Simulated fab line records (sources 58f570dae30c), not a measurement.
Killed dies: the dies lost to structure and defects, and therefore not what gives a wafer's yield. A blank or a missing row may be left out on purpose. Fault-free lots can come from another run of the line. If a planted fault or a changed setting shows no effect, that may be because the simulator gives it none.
Which tool was responsible? ; flow berkeley_cmos170 ; 15 lots, 45 wafers sampled, at 4 steps of a route of 331

WHAT THE GAUGES SHOWED, per wafer
UCB170_V1_BOW_MEAS_03.
lot;measured;on;V1_BOW (um)
L600;day 8 03:45;film_metro-02;32 19 11
L601;day 8 08:37;film_metro-03;25 15 27
L602;day 8 18:49;film_metro-01;19 15 8
L605;day 9 02:24;film_metro-02;19 13 17
L603;day 9 03:49;film_metro-03;19 18 19
L604;day 9 05:04;film_metro-01;27 18 14
L606;day 10 00:05;film_metro-01;13 9 23
L607;day 9 22:46;film_metro-02;17 19 19
L611;day 10 13:32;film_metro-02;14 28 27
L615;day 11 17:37;film_metro-01;24 25 24
L618;day 13 05:54;film_metro-01;24 13 7
L619;day 13 07:13;film_metro-03;16 15 8
L620;day 13 15:59;film_metro-02;19 18 26
L621;day 13 17:19;film_metro-01;24 11 23
L623;day 13 21:36;film_metro-03;27 23 15

UCB170_V1_THK_MEAS_04.
lot;measured;on;V1_POLISHED_THK (nm)
L600;day 8 03:52;film_metro-02;999.1 999.8 1001.9
L601;day 8 08:43;film_metro-03;998.1 1000.0 998.4
L602;day 8 18:55;film_metro-01;999.8 999.3 999.6
L605;day 9 02:31;film_metro-02;1000.7 1001.1 1000.8
L603;day 9 03:56;film_metro-03;998.9 998.6 1001.3
L604;day 9 05:11;film_metro-01;1000.6 1001.6 1000.1
L606;day 10 00:12;film_metro-01;1000.1 1000.7 1002.2
L607;day 9 22:52;film_metro-02;998.5 1001.3 998.6
L611;day 10 13:37;film_metro-02;1000.0 1001.7 1000.7
L615;day 11 17:44;film_metro-01;1001.9 1001.4 1000.1
L618;day 13 06:01;film_metro-01;999.5 1001.0 1000.7
L619;day 13 07:20;film_metro-03;998.5 999.0 999.1
L620;day 13 16:06;film_metro-02;999.8 1000.0 999.4
L621;day 13 17:26;film_metro-01;998.6 1000.7 997.2
L623;day 13 21:43;film_metro-03;1000.4 999.9 999.1

UCB170_M3_CD_MEAS_15: the cd target is 700 nm.
lot;measured;on;cd_nm (nm)
L600;day 8 13:51;cd_sem-01;702.1 700.6 700.8
L601;day 8 18:38;cd_sem-01;700.8 700.1 700.8
L602;day 9 03:55;cd_sem-01;699.4 699.2 699.8
L605;day 9 13:22;cd_sem-01;701.0 701.2 700.5
L603;day 9 13:46;cd_sem-01;699.9 699.8 699.7
L604;day 9 15:59;cd_sem-01;702.4 700.4 701.5
L606;day 10 08:59;cd_sem-01;699.6 699.4 697.8
L607;day 10 07:44;cd_sem-02;698.5 699.9 698.8
L611;day 11 01:14;cd_sem-02;700.1 698.8 699.0
L615;day 12 05:45;cd_sem-01;700.6 700.8 702.3
L618;day 13 17:58;cd_sem-01;697.7 700.0 698.6
L619;day 13 21:34;cd_sem-01;700.3 700.4 700.4
L620;day 14 09:53;cd_sem-01;698.6 697.8 698.2
L621;day 14 09:37;cd_sem-01;698.6 699.2 699.8
L623;day 14 11:59;cd_sem-02;699.9 701.5 701.1

EACH LOT AND THE TOOL THAT RAN IT (in order: tool; ch and the chambers of the sampled wafers; start)
lot;UCB170_CONTACT_ETCH_18
L600;rie_diel-04 ch 0,2, day 7 23:00
L601;rie_diel-01 ch 0,2, day 8 03:00
L602;rie_diel-04 ch 1,2,3, day 8 14:00
L605;rie_diel-04 ch 0,2,3, day 8 22:00
L603;rie_diel-03 ch 1,2,3, day 8 22:00
L604;rie_diel-04 ch 0,1,2, day 8 23:00
L606;rie_diel-04 ch 1,2,3, day 9 17:00
L607;rie_diel-01 ch 1,2,3, day 9 17:00
L611;rie_diel-04 ch 0,1, day 10 09:00
L615;rie_diel-01 ch 0,2,3, day 11 13:00
L618;rie_diel-01 ch 1,2,3, day 12 21:00
L619;rie_diel-03 ch 1,3, day 12 22:00
L620;rie_diel-01 ch 1,2, day 13 11:00
L621;rie_diel-04 ch 1,3, day 13 11:00
L623;rie_diel-01 ch 0,1,3, day 13 17:00
- UCB170_CONTACT_ETCH_18: etches PSG in CHF3/CF4/Ar, stops on TiSi2, target depth 840 nm, time 195 s.

WHAT THE TOOLS THEMSELVES READ (means of the sampled wafers that have a number; where no wafer has one, the mark that the record gives instead)
UCB170_CONTACT_ETCH_18.
lot;tool;chamber_pressure_mTorr (mTorr);drypump_motor_current_A (A);oes_product_au (a.u.);throttle_valve_pct (%)
L600;rie_diel-04;199.91;5.8;0.904;6.86
L601;rie_diel-01;199.92;6.1;0.888;6.94
L602;rie_diel-04;200.03;5.7;0.891;6.88
L605;rie_diel-04;200.00;6.0;0.898;6.87
L603;rie_diel-03;199.90;5.5;0.900;6.88
L604;rie_diel-04;200.03;5.5;0.900;6.86
L606;rie_diel-04;199.96;5.7;0.891;6.88
L607;rie_diel-01;200.31;6.1;0.901;6.85
L611;rie_diel-04;199.94;5.2;0.891;6.85
L615;rie_diel-01;200.14;6.1;0.901;6.92
L618;rie_diel-01;199.93;6.0;0.898;6.84
L619;rie_diel-03;200.07;5.3;0.915;6.87
L620;rie_diel-01;200.01;6.0;0.887;6.77
L621;rie_diel-04;199.97;6.1;0.882;6.88
L623;rie_diel-01;199.87;5.9;0.891;6.87

THE ANSWER, worked out from the rows above alone
Rule: what is usual is taken from the lots themselves. Put in order of their means at a reading, lots are off if they are a third of the lots or fewer, leave a main group of 4 or more, and stand apart from it by a gap of 3 or more times the standard deviation of the main group's means; of several such gaps the widest counts. A main group whose means are all the same, to the digits that the tables above print for the reading, isn't used. A lot without any number at a reading at which 4 lots or more have one is off too. The other lots that the step has rows for count as sound. The gauges are gone through in route order, then the tools' own readings, and for those a lot's mean is taken as printed above. The first step at which some lot is off is used, and at that step the reading that is off furthest; a lot without a number counts as furthest.
No lot is off on any of the readings shown, so nothing can be concluded from this.

WHAT THE SIMULATOR HAD PUT IN
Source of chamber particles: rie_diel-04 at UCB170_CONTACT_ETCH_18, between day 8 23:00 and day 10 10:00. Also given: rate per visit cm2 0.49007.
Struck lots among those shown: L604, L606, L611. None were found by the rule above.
